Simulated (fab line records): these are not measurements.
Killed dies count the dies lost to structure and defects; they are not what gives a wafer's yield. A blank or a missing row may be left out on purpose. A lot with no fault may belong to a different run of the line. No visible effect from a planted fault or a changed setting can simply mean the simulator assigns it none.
fab line records ; flow berkeleyCmos170
record lots=14; wafers=42; lastDay=11
route steps=331 shown ACTIVE@65
lots that met no fault: taken from a fault-free run of the same line
startH: hours from the record's first day to the start of the lot's first wafer shown ; waitH: hours from the lot's prior step to this one ; " unchanged from the row above ; L1.1+2: a row that stands for several wafers ; - no value, or no start given ; * or withheld: withheld ; < > ~ a bound
route shown NAME@n: names a module that has steps shown in the file, with the first one's number in the route ; usual: the fault-free wafers' mean and standard deviation ; same: alike in all rows ; chamber/n: place in a boat ; sites: each site's reading ; _std_site: how widely they spread, as a standard deviation ; _edge_site: outer sites' mean less inner sites' ; radiusMm: how far each site lies from the wafer's centre ; mask NAME#n: copy n ; behind: the most recent tool/chamber to have shaped the wafer ; hold: why the lot was held/for how many hours/how that ended ; device: names the non-switching transistor (n, p or np) ; end of line: the tests these same wafers got at the end of their route ; a step without rows: its recipe alone ; killed: at the first sort, the dies lost to defects and structure; wafer yield is something else ; map: shows each die of a wafer: x if killed, . if not, _ if none is there
set.NAME: the setting that was run; set.NAME@STEP: the one run at that earlier step ; model.NAME: the simulator's own value behind a step, which no gauge read
a sample of lots followed through the steps of the route, with each step as a table and each wafer as a row
services: a tool's chamber out of use, with start hour (startH, from the record's first day; less than 0 if before it), hours out, and reason
## steps
# step UCB170_ACTIVE_CVD_05
# recipe material=Si3N4; targetThkNm=220; tempC=800; precursor=SiH2Cl2/NH3; timeS=3300; pressureMtorr=200; sih2cl2FlowSccm=25; nh3FlowSccm=75
# usual nh3FlowSccm=75.02/0.21
lot.wafer;tool;chamber;startH;waitH;nh3FlowSccm
L320.1;lpcvd-01;0;75.22;3.3;75.18
L320.2;lpcvd-01;0;75.22;3.3;75.10
L320.3;lpcvd-01;0;75.22;3.3;75.19
L321.2;lpcvd-01;1;79.07;1.0;75.08
L321.4;lpcvd-01;1;79.07;1.0;75.19
L321.6;lpcvd-01;1;79.07;1.0;75.52
L322.2;lpcvd-01;1;79.07;1.0;74.81
L322.3;lpcvd-01;1;79.07;1.0;74.99
L322.4;lpcvd-01;1;79.07;1.0;75.10
L323.1;lpcvd-01;1;86.80;0.2;75.05
L323.2;lpcvd-01;1;86.80;0.2;75.13
L323.4;lpcvd-01;1;86.80;0.2;75.11
L324.3;lpcvd-01;0;86.80;0.2;75.33
L324.4;lpcvd-01;0;86.80;0.2;75.38
L324.5;lpcvd-01;0;86.80;0.2;75.19
L325.1;lpcvd-01;1;105.54;0.0;75.07
L325.2;lpcvd-01;1;105.54;0.0;74.89
L325.6;lpcvd-01;1;105.54;0.0;75.12
L327.3;lpcvd-01;1;108.86;0.6;75.07
L327.4;lpcvd-01;1;108.86;0.6;74.85
L327.6;lpcvd-01;1;108.86;0.6;74.71
L328.1;lpcvd-01;0;108.86;0.6;74.61
L328.5;lpcvd-01;0;108.86;0.6;74.88
L328.6;lpcvd-01;0;108.86;0.6;74.81
L330.1;lpcvd-01;0;120.12;1.9;74.99
L330.2;lpcvd-01;0;120.12;1.9;74.79
L330.5;lpcvd-01;0;120.12;1.9;74.90
L331.2;lpcvd-01;1;128.64;0.0;75.20
L331.3;lpcvd-01;1;128.64;0.0;74.79
L331.6;lpcvd-01;1;128.64;0.0;75.03
L332.4;lpcvd-01;1;128.64;0.0;74.93
L332.5;lpcvd-01;1;128.64;0.0;74.69
L332.6;lpcvd-01;1;128.64;0.0;74.77
L335.2;lpcvd-02;1;147.10;0.4;74.94
L335.5;lpcvd-02;1;147.10;0.4;74.63
L335.6;lpcvd-02;1;147.10;0.4;74.84
L341.1;lpcvd-02;0;178.26;0.0;59.96
L341.2;lpcvd-02;0;178.26;0.0;59.83
L341.5;lpcvd-02;0;178.26;0.0;59.86
L342.1;lpcvd-02;0;183.86;0.0;60.28
L342.2;lpcvd-02;0;183.86;0.0;60.39
L342.5;lpcvd-02;0;183.86;0.0;60.24
# step UCB170_ACTIVE_THK_MEAS_06
# recipe reads=Si3N4_of_ACTIVE_CVD_05
# usual ACTIVE_NITRIDE_THK=219.0/2.1
lot.wafer;tool;chamber;startH;waitH;hold;ACTIVE_NITRIDE_THK[nm]
L320.1;filmMetro-03;-;77.19;0.1;-;223.7
L320.2;filmMetro-03;-;77.19;0.1;-;223.2
L320.3;filmMetro-03;-;77.19;0.1;-;223.6
L321.2;filmMetro-04;-;80.99;0.0;-;219.3
L321.4;filmMetro-04;-;80.99;0.0;-;218.4
L321.6;filmMetro-04;-;80.99;0.0;-;219.5
L322.2;filmMetro-02;-;80.99;0.0;-;217.7
L322.3;filmMetro-02;-;80.99;0.0;-;217.2
L322.4;filmMetro-02;-;80.99;0.0;-;217.2
L323.1;filmMetro-03;-;88.72;0.0;-;218.8
L323.2;filmMetro-03;-;88.72;0.0;-;221.7
L323.4;filmMetro-03;-;88.72;0.0;-;221.7
L324.3;filmMetro-02;-;88.74;0.0;-;219.8
L324.4;filmMetro-02;-;88.74;0.0;-;219.1
L324.5;filmMetro-02;-;88.74;0.0;-;219.0
L325.1;filmMetro-04;-;107.46;0.0;-;217.9
L325.2;filmMetro-04;-;107.46;0.0;-;217.7
L325.6;filmMetro-04;-;107.46;0.0;-;219.0
L328.1;filmMetro-02;-;110.77;0.0;-;217.8
L328.5;filmMetro-02;-;110.77;0.0;-;220.7
L328.6;filmMetro-02;-;110.77;0.0;-;220.9
L327.3;filmMetro-03;-;110.79;0.0;-;220.1
L327.4;filmMetro-03;-;110.79;0.0;-;222.7
L327.6;filmMetro-03;-;110.79;0.0;-;219.5
L330.1;filmMetro-04;-;122.04;0.0;-;221.2
L330.2;filmMetro-04;-;122.04;0.0;-;219.7
L330.5;filmMetro-04;-;122.04;0.0;-;220.7
L331.2;filmMetro-03;-;130.56;0.0;-;217.2
L331.3;filmMetro-03;-;130.56;0.0;-;217.0
L331.6;filmMetro-03;-;130.56;0.0;-;216.6
L332.4;filmMetro-04;-;130.58;0.0;-;221.3
L332.5;filmMetro-04;-;130.58;0.0;-;223.4
L332.6;filmMetro-04;-;130.58;0.0;-;222.4
L335.2;filmMetro-02;-;149.99;0.0;-;218.9
L335.5;filmMetro-02;-;149.99;0.0;-;219.1
L335.6;filmMetro-02;-;149.99;0.0;-;219.2
L341.1;filmMetro-03;-;181.13;0.0;awaitDispo/0.2h/release;184.1
L341.2;filmMetro-03;-;181.13;0.0;awaitDispo/0.2h/release;186.2
L341.5;filmMetro-03;-;181.13;0.0;awaitDispo/0.2h/release;185.8
L341.1;filmMetro-03;-;181.36;0.2;-;184.0
L341.2;filmMetro-03;-;181.36;0.2;-;186.4
L341.5;filmMetro-03;-;181.36;0.2;-;186.3
L342.1;filmMetro-02;-;186.73;0.0;awaitDispo/0.2h/release;186.5
L342.2;filmMetro-02;-;186.73;0.0;awaitDispo/0.2h/release;185.9
L342.5;filmMetro-02;-;186.73;0.0;awaitDispo/0.2h/release;185.4
L342.1;filmMetro-02;-;186.96;0.2;-;186.5
L342.2;filmMetro-02;-;186.96;0.2;-;185.7
L342.5;filmMetro-02;-;186.96;0.2;-;185.4
# step UCB170_ACTIVE_ETCH_15
# recipe chemistry=CH3F/Ar/O2; target=Si3N4; stopOn=SiO2; CH3F_flow_sccm=20; Ar_flow_sccm=50; O2_flow_sccm=7; pressureMtorr=50; rfW=450; targetDepthA=2420; overEtchFrac=0.1; timeS=151
# usual drypumpMotorCurrentA=5.8/0.58; mfcArSccm=50.01/0.15; oesProductAu=0.941/0.015; throttleValvePct=8.03/0.051
lot.wafer;tool;chamber;startH;waitH;drypumpMotorCurrentA;mfcArSccm;oesProductAu;rfHoursCounterH;throttleValvePct
L320.1;rieDiel-01;1;79.49;0.0;5.4;50.34;0.972;31;8.04
L320.2;rieDiel-01;2;79.49;0.0;6.5;49.86;0.951;25;7.98
L320.3;rieDiel-01;3;79.49;0.0;6.0;50.05;0.949;115;8.02
L322.2;rieDiel-02;0;82.34;0.0;5.3;49.69;0.931;91;8.12
L322.3;rieDiel-02;1;82.34;0.0;6.4;50.08;0.926;39;8.14
L322.4;rieDiel-02;3;82.34;0.0;4.9;49.98;0.928;16;7.93
L321.2;rieDiel-01;0;82.53;0.0;5.2;49.78;0.937;112;8.05
L321.4;rieDiel-01;3;82.53;0.0;6.1;49.93;0.944;115;8.01
L321.6;rieDiel-01;3;82.53;0.0;6.1;50.25;0.951;-;8.01
L323.1;rieDiel-04;3;90.61;0.0;6.6;50.00;0.911;0;8.06
L323.2;rieDiel-04;1;90.61;0.0;6.6;49.82;0.956;139;8.02
L323.4;rieDiel-04;0;90.61;0.0;5.9;49.96;0.932;2;8.06
L324.3;rieDiel-01;1;90.81;0.0;5.3;49.91;0.955;31;8.03
L324.4;rieDiel-01;0;90.81;0.0;5.2;49.85;0.937;112;8.04
L324.5;rieDiel-01;0;90.81;0.0;5.2;49.93;0.934;-;8.05
L325.1;rieDiel-01;3;109.40;0.0;6.0;49.94;0.948;116;8.00
L325.2;rieDiel-01;1;109.40;0.0;5.4;49.98;0.949;32;8.05
L325.6;rieDiel-01;2;109.40;0.0;6.5;50.16;0.942;-;7.95
L328.1;rieDiel-01;0;113.41;0.0;5.2;50.03;0.930;113;8.07
L328.5;rieDiel-01;3;113.41;0.0;6.0;50.21;0.949;-;8.01
L328.6;rieDiel-01;0;113.41;0.0;5.2;49.97;0.946;-;8.05
L327.3;rieDiel-02;3;113.57;0.0;4.9;50.00;0.945;17;7.93
L327.4;rieDiel-02;2;113.57;0.0;5.5;50.21;0.978;-;8.03
L327.6;rieDiel-02;1;113.57;0.0;6.4;49.90;0.933;-;8.15
L330.1;rieDiel-02;1;123.33;0.0;6.4;50.21;0.942;41;8.15
L330.2;rieDiel-02;3;123.33;0.0;4.9;49.99;0.940;18;7.91
L330.5;rieDiel-02;3;123.33;0.0;4.9;49.94;0.942;-;7.93
L332.4;rieDiel-01;3;131.99;0.0;6.0;50.18;0.954;118;8.04
L332.5;rieDiel-01;3;131.99;0.0;6.1;49.87;0.960;-;8.02
L332.6;rieDiel-01;0;131.99;0.0;5.2;49.98;0.946;-;8.08
L331.2;rieDiel-04;2;132.17;0.0;6.3;49.86;0.925;8;8.01
L331.3;rieDiel-04;0;132.17;0.0;5.9;49.97;0.916;3;8.06
L331.6;rieDiel-04;0;132.17;0.0;5.9;50.22;0.928;-;8.05
L335.2;rieDiel-01;1;152.64;0.0;5.4;50.21;0.953;33;8.03
L335.5;rieDiel-01;2;152.64;0.0;6.5;49.79;0.941;-;7.96
L335.6;rieDiel-01;3;152.64;0.0;6.0;50.30;0.954;-;8.02
L342.1;rieDiel-01;1;190.17;0.0;5.3;50.12;0.874;35;8.04
L342.2;rieDiel-01;3;190.17;0.0;6.0;49.80;0.864;120;8.01
L342.5;rieDiel-01;2;190.17;0.0;6.5;50.32;0.849;-;7.96
L341.1;rieDiel-01;3;190.76;0.0;6.0;50.17;0.860;119;8.02
L341.2;rieDiel-01;1;190.76;0.0;5.4;49.92;0.861;34;8.05
L341.5;rieDiel-01;1;190.76;0.0;5.4;49.99;0.870;-;8.04
## services
tool;chamber;startH;hours;kind
rieDiel-02;3;56.25;3.9;repair
rieDiel-04;3;64.51;-;clean
rieDiel-04;3;64.51;17.5;scheduledDown
rieDiel-04;3;64.51;17.5;ventCycle
rieDiel-04;2;73.66;6.0;repair
rieDiel-01;0;83.34;1.3;repair
lpcvd-02;-;89.12;6.1;pm
rieDiel-04;0;92.76;8.6;repair
rieDiel-02;1;96.92;7.6;repair
rieDiel-02;0;103.72;20.2;repair
rieDiel-01;2;119.27;7.8;repair
rieDiel-02;2;179.80;-;clean
rieDiel-02;2;179.80;17.4;scheduledDown
rieDiel-02;2;179.80;17.4;ventCycle
## key
firstSign step=UCB170_ACTIVE_CVD_05; reading=nh3FlowSccm; direction=down; sigmas=73; usual=75.02; struck=60.09
effect step=UCB170_ACTIVE_THK_MEAS_06; reading=visit; direction=added
effect step=UCB170_ACTIVE_THK_MEAS_06; reading=ACTIVE_NITRIDE_THK; direction=down; sigmas=16; usual=219.0; struck=185.7
effect step=UCB170_ACTIVE_ETCH_15; reading=oesProductAu; direction=down; sigmas=5.3; usual=0.941; struck=0.863
metAt UCB170_ACTIVE_CVD_05
struckLots L341,L342
testerLeftOut L341,L342
onsetBetween 147.10 178.26
fault kind=processParameterDrift; tool=lpcvd-02; chamber=-; onsetH=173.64; steps=UCB170_ACTIVE_CVD_05; channel=nh3FlowSccm; offset=-15; shape=step; endH=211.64; actsIn=theseRecipesOnly; stated=75
# testerLeftOut: of these lots the tester's yield and bins aren't shown, on N5 and GAA mostly nor the transistor test; their killed dies are dies lost to structure and defects alone, not to doping, threshold or leakage, so they don't give the yield
